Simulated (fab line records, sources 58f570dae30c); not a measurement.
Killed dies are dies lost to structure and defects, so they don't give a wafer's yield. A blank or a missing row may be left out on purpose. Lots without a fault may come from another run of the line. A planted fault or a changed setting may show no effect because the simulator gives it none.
One fault seen from 2 desks | flow berkeley_cmos170 | each desk has only its own numbers; what lay behind them comes last

THE METROLOGY DESK
What the gauges read, lot by lot, whatever tool the lot ran on: means of the sampled wafers that have a number. A lot is out of limits, marked OUT, if its mean lies more than 4 standard deviations from the usual mean; the brackets give that distance.
Columns: A = cd_nm at UCB170_V1_CD_MEAS_90, usual 699.9 nm; B = M2_AL_RS at UCB170_M2_RS_MEAS_02, usual 0.0321 ohm/sq; C = M2_AL_THK at UCB170_M2_THK_MEAS_03, usual 905 nm; D = cd_nm at UCB170_M2_CD_MEAS_15, usual 699.5 nm; E = M2_OVL at UCB170_M2_OVL_MEAS_16, usual -2 nm
lot  | first seen here | A     | B      | C   | D     | E
L405 | day 8 12:39     | 699.2 | 0.0322 | 906 | 697.6 | 5
L407 | day 9 13:11     | 699.3 | 0.0325 | 889 | 699.5 | -1
L413 | day 10 11:58    | 699.3 | 0.0320 | 911 | 698.1 | -5
L418 | day 11 12:22    | 698.5 | 0.0319 | 903 | 698.9 | -2
L419 | day 11 16:19    | 701.6 | 0.0318 | 915 | 698.8 | 0
L421 | day 12 05:41    | 698.0 | 0.0324 | 894 | 698.0 | -12
This desk's finding: nothing out of limits on any of the 6 lots.

THE TOOL OWNER'S DESK: litho_track-03
The tool's own readings at UCB170_M2_COAT_10 (resist thk 900 nm): means of the sampled wafers that have a number, for each lot that ran on this tool. A lot is out of limits, marked OUT, if its mean lies more than 4 standard deviations from the usual mean; the brackets give that distance.
Columns: A = spin_speed_rpm at UCB170_M2_COAT_10, usual 1499.8 rpm
lot  | first seen here | A
L405 | day 8 13:00     | 1499.8
L407 | day 9 14:00     | 1500.2
L413 | day 10 13:00    | 1561.1 (+73) OUT
L419 | day 11 17:00    | 1559.9 (+72) OUT
This desk's finding: out of limits on L413, L419; first on L413, day 10 13:00 (spin_speed_rpm at UCB170_M2_COAT_10). In limits: L405, L407.

PUT TOGETHER
The tool owner's desk could have raised an alarm at day 10 13:00, on L413, L419.
The metrology desk saw nothing out of limits.
The metrology desk has L413, L419 on record, within its limits.
Of the lots named, all ran UCB170_M2_COAT_10 on litho_track-03.

WHAT THE SIMULATOR HAD PUT IN
Process parameter drift: litho_track-03, from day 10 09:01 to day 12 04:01, at UCB170_M2_COAT_10. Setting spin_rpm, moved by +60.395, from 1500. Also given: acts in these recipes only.
Lots struck among those shown: L413, L419.
Hours from the fault's start to each desk's first reading out of limits: the tool owner's desk, 4.
